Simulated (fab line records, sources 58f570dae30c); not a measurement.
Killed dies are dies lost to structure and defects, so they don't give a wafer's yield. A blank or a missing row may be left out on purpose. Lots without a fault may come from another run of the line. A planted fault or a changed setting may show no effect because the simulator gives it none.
Which tool did it? | flow berkeley_cmos170 | 14 lots, 42 wafers sampled, at 4 steps of a route of 331

WHAT THE GAUGES READ, wafer by wafer
UCB170_V2_OVL_MEAS_13. Usual: V2_OVL 2 nm, standard deviation 4.6.
lot  | measured     | on         | V2_OVL (nm) | flag
L903 | day 9 12:17  | overlay-02 | 0 0 2       |
L901 | day 9 13:02  | overlay-02 | -9 -4 -7    |
L902 | day 9 15:39  | overlay-01 | 6 3 5       |
L907 | day 9 21:43  | overlay-01 | 8 5 10      |
L904 | day 9 22:34  | overlay-02 | -3 2 -6     |
L908 | day 10 12:58 | overlay-02 | 1 -2 -1     |
L909 | day 10 22:40 | overlay-02 | -6 -4 0     |
L910 | day 10 22:34 | overlay-01 | 5 2 10      |
L911 | day 10 22:53 | overlay-01 | 1 4 3       |
L913 | day 11 12:21 | overlay-01 | 4 -4 9      |
L912 | day 11 14:11 | overlay-02 | -1 3 1      |
L914 | day 11 18:13 | overlay-01 | 10 2 0      |
L918 | day 12 19:02 | overlay-01 | 7 3 2       |
L922 | day 14 05:17 | overlay-01 | -1 5 0      |

UCB170_M3_CD_MEAS_90: target cd 700 nm. Usual: cd_nm 698 nm, standard deviation 3.3.
lot  | measured     | on        | cd_nm (nm)  | flag
L903 | day 9 15:29  | cd_sem-01 | 695 697 694 |
L901 | day 9 16:17  | cd_sem-02 | 695 702 698 |
L902 | day 9 19:05  | cd_sem-01 | 701 701 703 |
L907 | day 10 01:38 | cd_sem-02 | 699 704 697 |
L904 | day 10 03:02 | cd_sem-01 | 691 699 698 |
L908 | day 10 16:08 | cd_sem-02 | 697 699 701 |
L909 | day 11 02:11 | cd_sem-02 | 698 700 700 |
L910 | day 11 01:55 | cd_sem-01 | 705 706 700 |
L911 | day 11 02:36 | cd_sem-01 | 700 697 699 |
L913 | day 11 15:38 | cd_sem-01 | 704 705 699 |
L912 | day 11 18:19 | cd_sem-01 | 699 697 705 |
L914 | day 11 21:17 | cd_sem-02 | 700 702 700 |
L918 | day 12 22:41 | cd_sem-01 | 697 697 697 |
L922 | day 14 09:14 | cd_sem-02 | 700 696 698 |

WHICH TOOL RAN EACH LOT (tool, then ch and the chambers of the sampled wafers, then the start)
lot  | UCB170_CONTACT_CVD_01       | UCB170_M2_ETCH_17
L903 | lpcvd-02 ch 1, day 8 20:09  | rie_diel-01 ch 1,2, day 9 09:43
L901 | lpcvd-02 ch 0, day 8 21:56  | rie_diel-02 ch 1,3, day 9 10:44
L902 | lpcvd-02 ch 0, day 8 21:56  | rie_diel-01 ch 1,2,3, day 9 12:35
L907 | lpcvd-02 ch 1, day 9 06:04  | rie_diel-01 ch 0,2,3, day 9 19:25
L904 | lpcvd-01 ch 0, day 9 06:16  | rie_diel-04 ch 1,3, day 9 20:08
L908 | lpcvd-02 ch 0, day 9 19:23  | rie_diel-04 ch 0,1,2, day 10 10:22
L909 | lpcvd-02 ch 0, day 10 04:23 | rie_diel-04 ch 0,1,2, day 10 20:08
L910 | lpcvd-01 ch 1, day 10 04:56 | rie_diel-01 ch 1,2, day 10 20:08
L911 | lpcvd-01 ch 1, day 10 06:43 | rie_diel-02 ch 0,1,3, day 10 20:34
L913 | lpcvd-02 ch 1, day 10 20:52 | rie_diel-04 ch 0,1,3, day 11 09:53
L912 | lpcvd-01 ch 1, day 10 21:08 | rie_diel-01 ch 1,2,3, day 11 11:40
L914 | lpcvd-01 ch 1, day 10 21:08 | rie_diel-02 ch 2,3, day 11 14:35
L918 | lpcvd-02 ch 0, day 11 20:17 | rie_diel-02 ch 0,1,3, day 12 15:28
L922 | lpcvd-02 ch 0, day 13 09:53 | rie_diel-04 ch 1,3, day 14 01:32
- UCB170_CONTACT_CVD_01: deposits PSG from SiH4/O2/PH3, target thk 700 nm, time 2820 s.
- UCB170_M2_ETCH_17: etches BARC in N2/H2.

WHAT THE TOOLS THEMSELVES READ (means of the sampled wafers that have a number; where no wafer has one, the mark that the record gives instead)
UCB170_CONTACT_CVD_01. Usual: susceptor_temp_C 450.04 C, standard deviation 0.2.
lot  | tool     | susceptor_temp_C (C) | flag
L903 | lpcvd-02 | 449.95               |
L901 | lpcvd-02 | 450.03               |
L902 | lpcvd-02 | 450.05               |
L907 | lpcvd-02 | 450.01               |
L904 | lpcvd-01 | 450.01               |
L908 | lpcvd-02 | 449.81               |
L909 | lpcvd-02 | 450.07               |
L910 | lpcvd-01 | 449.98               |
L911 | lpcvd-01 | 450.04               |
L913 | lpcvd-02 | 450.29               |
L912 | lpcvd-01 | 449.80               |
L914 | lpcvd-01 | 450.12               |
L918 | lpcvd-02 | 450.02               |
L922 | lpcvd-02 | 450.03               |

UCB170_M2_ETCH_17. Usual: drypump_motor_current_A 5.6 A, standard deviation 0.55; oes_product_au 1.007 a.u., standard deviation 0.022; throttle_valve_pct 13.41 %, standard deviation 0.15.
lot  | tool        | drypump_motor_current_A (A) | oes_product_au (a.u.) | throttle_valve_pct (%) | flag
L903 | rie_diel-01 | 5.8                         | 0.997                 | 13.60                  |
L901 | rie_diel-02 | 5.3                         | 0.974                 | 13.47                  |
L902 | rie_diel-01 | 6.0                         | 1.021                 | 13.50                  |
L907 | rie_diel-01 | 6.0                         | 1.019                 | 13.33                  |
L904 | rie_diel-04 | 6.2                         | 1.020                 | 13.30                  |
L908 | rie_diel-04 | 5.7                         | 1.020                 | 13.38                  |
L909 | rie_diel-04 | 5.7                         | 1.018                 | 13.37                  |
L910 | rie_diel-01 | 5.6                         | 1.015                 | 13.62                  |
L911 | rie_diel-02 | 5.2                         | 0.987                 | 13.42                  |
L913 | rie_diel-04 | 5.9                         | 1.006                 | 13.38                  |
L912 | rie_diel-01 | 6.0                         | 1.012                 | 13.50                  |
L914 | rie_diel-02 | 5.0                         | 1.001                 | 13.38                  |
L918 | rie_diel-02 | 5.3                         | 0.988                 | 13.42                  |
L922 | rie_diel-04 | 6.2                         | 1.022                 | 13.30                  |

THE ANSWER, worked out from the rows above alone
Rule: a lot is off if the mean of its wafers that have a number lies more than 3 standard deviations from the usual mean. A lot without any number at a reading at which 4 lots or more have one is off too. The other lots that the step has rows for count as sound. The gauges are gone through in route order, then the tools' own readings, and for those a lot's mean is taken as printed above. The first step at which some lot is off is used, and at that step the reading that is off furthest; a lot without a number counts as furthest.
No lot is off at any reading shown: from this, nothing can be told.

WHAT THE SIMULATOR HAD PUT IN
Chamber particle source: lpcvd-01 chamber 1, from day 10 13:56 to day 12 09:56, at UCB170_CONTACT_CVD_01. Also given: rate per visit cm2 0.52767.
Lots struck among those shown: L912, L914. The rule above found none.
